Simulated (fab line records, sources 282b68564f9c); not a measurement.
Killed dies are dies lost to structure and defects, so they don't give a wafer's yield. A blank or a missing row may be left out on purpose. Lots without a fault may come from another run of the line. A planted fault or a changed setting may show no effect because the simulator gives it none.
Split-lot experiment | flow rit_cmos | 5 lots, 27 wafers read, on a route of 202 steps

THE SPLIT
At RIT_GATE_DEVELOP_15 (develop time 50 s), the setting develop_time_s was moved away from the recipe's 50 s on 6 of the 27 wafers read, by -57.3% to -37.5%. The other wafers ran this setting at the recipe's value.

FROM THE SPLIT TO THE READING: what the file shows between them, 7 steps
- RIT_SPACER_CLEAN_00: cleans in SC1, time 600 s (also split here: time_s)
- RIT_CONTACT_DEVELOP_07: develop time 120 s (also split here: develop_time_s)
- RIT_CONTACT_CD_MEAS_08: target cd 1000 nm
- RIT_CONTACT_HARDBAKE_10: time 60 s
- RIT_CONTACT_ETCH_11: etches SiO2 in CHF3/CF4/Ar, stops on TiSi2, target depth 480 nm, time 320 s
- RIT_CONTACT_STRIP_12: strips in O2, time 180 s
- RIT_CONTACT_CD_MEAS_90: target cd 1000 nm

THE READING
etest.nmos_0p15.drive_ua_um (the simulator's own value, which no gauge read), at RIT_M1_PROBE_99. The file gives no usual value for it. The 21 wafers here that ran the recipe average 475.3, standard deviation 13.

wafer  | tool, chamber at the split | develop_time_s as run, s | against the recipe | etest.nmos_0p15.drive_ua_um | against lot-mates on the recipe
L076.1 | litho_track-01, 0          | 50                       | recipe             | 466.2                       | -
L076.2 | litho_track-01, 0          | 21.33                    | -57.3%             | 211.5                       | -259.7
L076.3 | litho_track-01, 0          | 21.33                    | -57.3%             | 210.6                       | -260.6
L076.4 | litho_track-01, 0          | 50                       | recipe             | 477.2                       | -
L076.5 | litho_track-01, 0          | 21.33                    | -57.3%             | 206.6                       | -264.6
L076.6 | litho_track-01, 0          | 50                       | recipe             | 470.2                       | -
L080.2 | litho_track-01, 0          | 50                       | recipe             | 485.3                       | -
L080.4 | litho_track-01, 0          | 50                       | recipe             | 490.1                       | -
L080.6 | litho_track-01, 0          | 50                       | recipe             | 488.1                       | -
L081.1 | litho_track-02, 0          | 50                       | recipe             | 469.7                       | -
L081.2 | litho_track-02, 0          | 50                       | recipe             | 469.9                       | -
L081.3 | litho_track-02, 0          | 50                       | recipe             | 467.6                       | -
L081.4 | litho_track-02, 0          | 50                       | recipe             | 467                         | -
L081.5 | litho_track-02, 0          | 50                       | recipe             | 474.6                       | -
L081.6 | litho_track-02, 0          | 50                       | recipe             | 465.2                       | -
L084.1 | litho_track-02, 0          | 50                       | recipe             | 491                         | -
L084.2 | litho_track-02, 0          | 31.27                    | -37.5%             | 290.5                       | -208.5
L084.3 | litho_track-02, 0          | 50                       | recipe             | 496.8                       | -
L084.4 | litho_track-02, 0          | 50                       | recipe             | 509.3                       | -
L084.5 | litho_track-02, 0          | 31.27                    | -37.5%             | 291.2                       | -207.8
L084.6 | litho_track-02, 0          | 31.27                    | -37.5%             | 293.1                       | -205.9
L085.1 | litho_track-01, 0          | 50                       | recipe             | 477.3                       | -
L085.2 | litho_track-01, 0          | 50                       | recipe             | 462.5                       | -
L085.3 | litho_track-01, 0          | 50                       | recipe             | 464.2                       | -
L085.4 | litho_track-01, 0          | 50                       | recipe             | 460.8                       | -
L085.5 | litho_track-01, 0          | 50                       | recipe             | 461.2                       | -
L085.6 | litho_track-01, 0          | 50                       | recipe             | 466.2                       | -

THE FIT
A straight line over all 27 wafers: etest.nmos_0p15.drive_ua_um changes by +4.71 for each +1% of develop_time_s; r = +0.99; the points scatter about the line by 12.
The same after taking each lot's own level away (the mean of its wafers on the recipe; 27 wafers): +4.83 for each +1%; r = +0.99; scatter 11.
On that fit, the largest move of develop_time_s shifts the reading by 2.8e+02.
The lots' own levels span 465.37 to 499.03, that is 2.6 times the standard deviation above.
So the lot-to-lot level changes the slope little: the two slopes agree.
Check: with one of the wafers moved furthest among these (-57.3%) left out of the fit, the line predicts -284 for it against its lot-mates. It came out at -260 against them.

OTHER SPLITS ON THESE WAFERS
These wafers also went through other splits before the reading. Each is held against what the fit with the lots' levels taken away leaves over:
other split on the same wafers        | wafers away from the commonest value | r with etest.nmos_0p15.drive_ua_um (lot level and that fit taken away)
RIT_ACTIVE_DEVELOP_10 develop_time_s  | 12                                   | +0.04
RIT_SPACER_CLEAN_00 time_s            | 21                                   | +0.48
RIT_CONTACT_DEVELOP_07 develop_time_s | 9                                    | +0.52

THE WHOLE CHAIN: every reading that the file lists as answering this split, in the file's order
step            | what it does | reading                                                                        | change (the file's fit)           | r (the file's)
RIT_M1_PROBE_99 |              | etest.pmos_0p3.r_on_ohm_um (the simulator's own value, which no gauge read)    | -63.2 for each +1% of the setting | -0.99
RIT_M1_PROBE_99 |              | etest.pmos_0p15.r_on_ohm_um (the simulator's own value, which no gauge read)   | -62.6 for each +1% of the setting | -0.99
RIT_M1_PROBE_99 |              | etest.pmos_turned.r_on_ohm_um (the simulator's own value, which no gauge read) | -62.4 for each +1% of the setting | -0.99
RIT_M1_PROBE_99 |              | etest.nmos_0p15.r_on_ohm_um (the simulator's own value, which no gauge read)   | -19.4 for each +1% of the setting | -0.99
RIT_M1_PROBE_99 |              | etest.nmos_0p3.r_on_ohm_um (the simulator's own value, which no gauge read)    | -18.7 for each +1% of the setting | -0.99
RIT_M1_PROBE_99 |              | etest.nmos_0p15.drive_ua_um (the simulator's own value, which no gauge read)   | +4.85 for each +1% of the setting | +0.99

THE FILE'S OWN FIT
etest.nmos_0p15.drive_ua_um changes by +4.85 for each +1% of develop_time_s, r = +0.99.
